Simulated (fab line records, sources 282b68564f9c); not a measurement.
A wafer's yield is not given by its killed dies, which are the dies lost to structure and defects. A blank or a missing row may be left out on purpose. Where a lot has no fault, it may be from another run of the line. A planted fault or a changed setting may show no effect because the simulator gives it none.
Struck lot and sound lot, side by side :: flow ritCmos :: 31 out of 202 route steps
Sound: these wafers, L878.1, L878.3, L878.6. Struck: wafer L888.1 (left out: L888.3, L888.5 of the same lot, which were not struck); the cause appears at the end.
For every step that has rows: the tool of each side, followed by ch and its chambers, followed by its first start. Under that, the readings that differ: sound wafers :: struck wafers :: difference of the means :: sigmas: that difference in standard deviations of wafers without a fault.
alike: a reading whose means differ by less than 2 such deviations, as well as words and numbers matching on both sides. not compared: withheld readings; readings where some wafer has no value; bounds like >300 that might hide an equal value; numbers whose values overlap and for which the record gives no deviation.
The two part at a step that has a row with sigmas, a row that says differs or no value, or rows on one side only. Numbers that don't overlap but have no deviation are shown without sigmas and don't part them. Lack of a reading on every wafer of one side parts them only where that side has two or more wafers.

first, 4 steps without rows for these wafers: RIT_CONTACT_SOFTBAKE_04 (time 60 s); RIT_CONTACT_EXPOSE_05 (exposes mask M11, target cd 1000 nm); RIT_CONTACT_PEB_06; RIT_CONTACT_DEVELOP_07 (develop time 120 s).
RIT_CONTACT_CD_MEAS_08 targets a cd of 1000 nm.
  struck on cdSem-01, day 6 07:10; sound on cdSem-01, day 4 04:02
  alike: cdNm
RIT_CONTACT_OVL_MEAS_09:
  struck on overlay-02, day 6 07:17; sound on overlay-02, day 4 04:09
  alike: CONTACT_OVL
then, 1 step without rows for these wafers: RIT_CONTACT_HARDBAKE_10 (time 60 s).
RIT_CONTACT_ETCH_11: etches SiO2 in CHF3/CF4/Ar, stops on TiSi2, target depth 480 nm, time 320 s.
  sound on rieDiel-04 ch 1,2,3, day 4 04:20; struck on rieDiel-03 ch 3, day 6 07:28
reading: throttleValvePct (%)
sound: 8.77 8.80 8.71
struck: 9.02
difference: +0.26
sigmas: +3
  alike: drypumpMotorCurrentA, oesProductAu
  not compared: rfHoursCounterH
RIT_CONTACT_STRIP_12: strips in O2, time 180 s.
  sound on plasmaAsher-04 ch 1, day 4 04:32; struck on plasmaAsher-02 ch 1, day 6 07:40
reading: drypumpMotorCurrentA (A)
sound: 4.7 4.7 4.7
struck: 6.6
difference: +1.9
sigmas: +3
  not compared: rfHoursCounterH
RIT_CONTACT_CD_MEAS_90 targets a cd of 1000 nm.
  struck on cdSem-01, day 6 07:50; sound on cdSem-02, day 4 04:43
  alike: cdNm
then, 2 steps without rows for these wafers: RIT_CONTACT_CLEAN_13 (cleans in SC1, time 600 s); RIT_CONTACT_CLEAN_14 (cleans in SC2, time 600 s).
RIT_M1_SPUTTER_00: material Al, target thk 400 nm, time 500 s.
  struck on pvdSputter-02, day 6 08:19; sound on pvdSputter-04, day 4 05:12
  alike: chamberPressurePa, throttleValvePct
RIT_M1_RS_MEAS_01: a four-point-probe measurement.
  struck on filmMetro-02, day 6 08:36; sound on filmMetro-04, day 4 05:29
reading: M1_AL_RS (ohm/sq)
sound: 0.0744 0.0742 0.0739
struck: 0.0723
difference: -0.0019
sigmas: -3
RIT_M1_THK_MEAS_02: measures by xrf.
  struck on filmMetro-02, day 6 08:43; sound on filmMetro-04, day 4 05:37
  alike: M1_AL_THK
then, 6 steps without rows for these wafers: RIT_M1_HMDS_03 (prime time 60 s); RIT_M1_COAT_04 (resist thk 1300 nm); RIT_M1_SOFTBAKE_05 (time 60 s); RIT_M1_EXPOSE_06 (exposes mask M12, target cd 2600 nm); RIT_M1_PEB_07; RIT_M1_DEVELOP_08 (develop time 68 s).
RIT_M1_CD_MEAS_09 targets a cd of 2600 nm.
  struck on cdSem-01, day 6 09:43; sound on cdSem-01, day 4 06:33
  alike: cdNm
RIT_M1_OVL_MEAS_10:
  struck on overlay-02, day 6 09:50; sound on overlay-01, day 4 06:40
  alike: M1_OVL
then, 1 step without rows for these wafers: RIT_M1_HARDBAKE_11 (time 120 s).
RIT_M1_METAL_ETCH_12: etches Al in Cl2/BCl3, stops on SiO2, time 165 s, target depth 600 nm.
  sound on rieMetal-03 ch 0,1, day 4 06:58; struck on rieMetal-02 ch 0, day 6 10:07
reading: throttleValvePct (%)
sound: 8.21 8.19 8.23
struck: 8.51
difference: +0.30
sigmas: +3
  alike: drypumpMotorCurrentA, oesProductAu
  not compared: rfHoursCounterH
then, 1 step without rows for these wafers: RIT_M1_STRIP_13 (strips in nmp, time 600 s).
RIT_M1_STRIP_14: strips in O2, time 180 s.
  sound on plasmaAsher-04 ch 0,1, day 4 07:17; struck on plasmaAsher-04 ch 1, day 6 10:28
  alike: drypumpMotorCurrentA
  not compared: rfHoursCounterH
RIT_M1_CD_MEAS_90 targets a cd of 2600 nm.
  struck on cdSem-01, day 6 10:38; sound on cdSem-02, day 4 07:28
  alike: cdNm
then, 1 step without rows for these wafers: RIT_M1_ANNEAL_15 (time 1800 s).
RIT_M1_BOW_MEAS_16:
  struck on filmMetro-02, day 6 12:15; sound on filmMetro-04, day 4 09:05
  alike: M1_BOW
RIT_M1_PROBE_99:
  struck on prober-01, day 6 12:22; sound on prober-01, day 4 09:13
reading: defectLimitedYield (%)
sound: 97.0 98.1 98.1
struck: 82.2
difference: -15.5
sigmas: -12

reading: killed_at_M0_to_M3
sound: 0 0 0
struck: 39
difference: +39
sigmas: +99 or more

reading: killedDies
sound: 8 5 5
struck: 47
difference: +41
sigmas: +12

reading: killedOnRim
sound: 1 1 2
struck: 11
difference: +10
sigmas: +6

reading: sort_bin_3_pad_short (%)
sound: 0 0.4 0
struck: 3.8
difference: +3.7
sigmas: +15

reading: sort_bin_5_function (%)
sound: 1.1 1.1 1.1
struck: 11.0
difference: +9.9
sigmas: +12

reading: sort_bin_6_memory (%)
sound: 1.9 0.4 0.8
struck: 3.0
difference: +2.0
sigmas: +3

reading: sortNPass
sound: 256 259 259
struck: 217
difference: -41
sigmas: -12

reading: sortYieldPct (%)
sound: 97.0 98.1 98.1
struck: 82.2
difference: -15.5
sigmas: -12

reading: model.etest.tester.sortNPass
sound: 256 259 259
struck: 217
difference: -41
sigmas: 

reading: model.etest.tester.sortYieldPct (%)
sound: 96.97 98.11 98.11
struck: 82.2
difference: -15.5
sigmas: 

reading: model.etest.tester.sort_bin_5_pct (%)
sound: 1.136 1.136 1.136
struck: 10.98
difference: +9.84
sigmas: 

reading: model.etest.tester.sort_bin_3_pct (%)
sound: 0 0.3788 0
struck: 3.788
difference: +3.662
sigmas: 
  alike: killedAtContacts, killedAtFrontEnd, killedOpen, killedShort

== WHERE THEY PART ==
At RIT_CONTACT_ETCH_11 first; at RIT_M1_PROBE_99 last (within this record only).

WHY: what had been put in by the simulator
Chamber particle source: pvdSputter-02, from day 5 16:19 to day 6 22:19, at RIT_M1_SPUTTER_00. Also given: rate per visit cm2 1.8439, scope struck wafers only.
